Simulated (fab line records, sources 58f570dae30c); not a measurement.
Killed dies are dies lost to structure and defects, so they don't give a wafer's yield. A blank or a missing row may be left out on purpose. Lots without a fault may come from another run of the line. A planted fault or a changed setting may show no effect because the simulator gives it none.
Which tool did it? | flow berkeley_cmos170 | 14 lots, 42 wafers sampled, at 4 steps of a route of 331

WHAT THE GAUGES READ, wafer by wafer
UCB170_M1_CD_MEAS_09: target cd 700 nm.
lot  | measured     | on        | cd_nm (nm)
L865 | day 7 21:04  | cd_sem-01 | 699.4 699.8 699.8
L868 | day 9 16:38  | cd_sem-01 | 701.5 701.4 699.9
L869 | day 9 16:49  | cd_sem-01 | 702.0 703.5 703.5
L871 | day 9 20:01  | cd_sem-02 | 700.2 699.7 700.8
L873 | day 9 22:06  | cd_sem-02 | 700.5 702.5 702.0
L876 | day 10 15:47 | cd_sem-02 | 698.3 698.1 698.0
L877 | day 10 15:52 | cd_sem-01 | 700.3 699.6 699.6
L879 | day 11 11:58 | cd_sem-01 | 701.6 700.9 703.5
L880 | day 11 20:49 | cd_sem-01 | 698.6 699.2 698.6
L883 | day 12 09:17 | cd_sem-01 | 701.0 698.7 699.6
L886 | day 12 10:11 | cd_sem-01 | 699.9 701.0 701.0
L884 | day 12 15:35 | cd_sem-02 | 698.6 697.9 699.0
L888 | day 13 04:53 | cd_sem-02 | 700.9 700.5 701.9
L887 | day 14 13:11 | cd_sem-01 | 699.9 699.6 698.9

UCB170_V1_THK_MEAS_04.
lot  | measured     | on            | V1_POLISHED_THK (nm)
L865 | day 7 23:35  | film_metro-04 | 999.6 996.6 998.8
L868 | day 9 19:45  | film_metro-02 | 999.7 999.5 997.8
L869 | day 9 20:03  | film_metro-01 | 996.0 998.9 999.1
L871 | day 9 22:31  | film_metro-02 | 996.4 997.7 999.3
L873 | day 10 01:13 | film_metro-04 | 1000.3 998.4 998.9
L876 | day 10 19:43 | film_metro-04 | 998.5 997.4 997.9
L877 | day 10 18:27 | film_metro-01 | 999.9 998.2 997.5
L879 | day 11 15:28 | film_metro-01 | 997.3 999.5 1000.3
L880 | day 11 23:20 | film_metro-04 | 996.7 998.3 1000.6
L883 | day 12 11:47 | film_metro-04 | 998.7 1000.3 996.8
L886 | day 12 13:07 | film_metro-01 | 1000.6 998.0 1001.0
L884 | day 12 18:06 | film_metro-02 | 998.1 1000.3 998.4
L888 | day 13 07:24 | film_metro-01 | 999.1 998.7 1003.4
L887 | day 14 16:33 | film_metro-02 | 1002.7 999.9 1000.9

WHICH TOOL RAN EACH LOT (tool, then ch and the chambers of the sampled wafers, then the start)
lot  | UCB170_M1_STRIP_13                   | UCB170_V1_CVD_00
L865 | plasma_asher-01 ch 0,1, day 7 21:23  | pecvd-01 ch 0,1, day 7 22:56
L868 | plasma_asher-02 ch 0,1, day 9 16:56  | pecvd-03 ch 0,1, day 9 19:07
L869 | plasma_asher-02 ch 0,1, day 9 17:21  | pecvd-04 ch 0,1,2, day 9 19:07
L871 | plasma_asher-02 ch 0,1, day 9 20:19  | pecvd-01 ch 0,1,2, day 9 21:52
L873 | plasma_asher-02 ch 0,1, day 9 22:32  | pecvd-01 ch 0,1,2, day 10 00:37
L876 | plasma_asher-02 ch 0,1, day 10 16:17 | pecvd-01 ch 1,2, day 10 19:04
L877 | plasma_asher-02 ch 0, day 10 16:11   | pecvd-03 ch 0,1, day 10 17:44
L879 | plasma_asher-01 ch 0,1, day 11 12:17 | pecvd-03 ch 1,2, day 11 14:50
L880 | plasma_asher-02 ch 0,1, day 11 21:08 | pecvd-03 ch 0,1, day 11 22:42
L883 | plasma_asher-01 ch 0,1, day 12 09:37 | pecvd-03 ch 1,2, day 12 11:08
L886 | plasma_asher-01 ch 0,1, day 12 10:31 | pecvd-04 ch 0,1, day 12 12:28
L884 | plasma_asher-04 ch 0,1, day 12 15:55 | pecvd-03 ch 0,1,2, day 12 17:28
L888 | plasma_asher-04 ch 0,1, day 13 05:12 | pecvd-03 ch 1,2, day 13 06:46
L887 | plasma_asher-02 ch 0,1, day 14 13:31 | pecvd-04 ch 0,2, day 14 15:50
- UCB170_M1_STRIP_13: strips in O2.
- UCB170_V1_CVD_00: deposits SiO2 from TEOS/O2, target thk 2000 nm, time 250 s.

WHAT THE TOOLS THEMSELVES READ (means of the sampled wafers that have a number; where no wafer has one, the mark that the record gives instead)
UCB170_M1_STRIP_13.
lot  | tool            | drypump_motor_current_A (A) | oes_product_au (a.u.)
L865 | plasma_asher-01 | 5.66                        | 0.720
L868 | plasma_asher-02 | 5.48                        | 0.718
L869 | plasma_asher-02 | 5.29                        | 0.721
L871 | plasma_asher-02 | 5.48                        | 0.718
L873 | plasma_asher-02 | 5.29                        | 0.723
L876 | plasma_asher-02 | 5.30                        | 0.720
L877 | plasma_asher-02 | 5.11                        | 0.724
L879 | plasma_asher-01 | 5.67                        | 0.721
L880 | plasma_asher-02 | 5.30                        | 0.720
L883 | plasma_asher-01 | 5.65                        | 0.723
L886 | plasma_asher-01 | 5.64                        | 0.718
L884 | plasma_asher-04 | 5.77                        | 0.718
L888 | plasma_asher-04 | 5.76                        | 0.724
L887 | plasma_asher-02 | 5.46                        | 0.718

UCB170_V1_CVD_00.
lot  | tool     | heater_power_w (W) | pressure_mtorr (mTorr) | run_length_s (s)
L865 | pecvd-01 | 272                | 8990                   | 277.6
L868 | pecvd-03 | 245                | 9013                   | 277.9
L869 | pecvd-04 | 234                | 9003                   | 277.4
L871 | pecvd-01 | 246                | 8984                   | 277.8
L873 | pecvd-01 | 202                | 9021                   | 268.1
L876 | pecvd-01 | 223                | 9002                   | 268.1
L877 | pecvd-03 | 218                | 8996                   | 277.8
L879 | pecvd-03 | 290                | 9021                   | 277.8
L880 | pecvd-03 | 248                | 8995                   | 277.9
L883 | pecvd-03 | 264                | 9006                   | 277.7
L886 | pecvd-04 | 250                | 9007                   | 277.8
L884 | pecvd-03 | 299                | 8999                   | 278.1
L888 | pecvd-03 | 340                | 9006                   | 278.0
L887 | pecvd-04 | 182                | 8989                   | 277.5

THE ANSWER, worked out from the rows above alone
Rule: what is usual is taken from the lots themselves. Put in order of their means at a reading, lots are off if they are a third of the lots or fewer, leave a main group of 4 or more, and stand apart from it by a gap of 3 or more times the standard deviation of the main group's means; of several such gaps the widest counts. A main group whose means are all the same, to the digits that the tables above print for the reading, isn't used. A lot without any number at a reading at which 4 lots or more have one is off too. The other lots that the step has rows for count as sound. The gauges are gone through in route order, then the tools' own readings, and for those a lot's mean is taken as printed above. The first step at which some lot is off is used, and at that step the reading that is off furthest; a lot without a number counts as furthest.
Off: L873, L876, at UCB170_V1_CVD_00 (run_length_s). The main group: mean 277.8 s, standard deviation 0.19.
A tool fits if, at that step or a process step before it, it ran every lot that is off, and no sound lot after the first of them. One fits: pecvd-01 at UCB170_V1_CVD_00. Its last sound lot is L871 (day 9 21:52), its first lot that is off L873 (day 10 00:37): a fault that began between those two fits.
The tool's own readings at UCB170_V1_CVD_00 bear it out: on the lots that are off they differ by more than 5 times the standard deviation of the sound lots' means. run_length_s reads 268.1 s there against 277.8 s on the sound lots.

WHAT THE SIMULATOR HAD PUT IN
Process parameter drift: pecvd-01, from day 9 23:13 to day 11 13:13, at UCB170_V1_CVD_00. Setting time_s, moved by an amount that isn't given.
Lots struck among those shown: L873, L876. The rule above found the same.
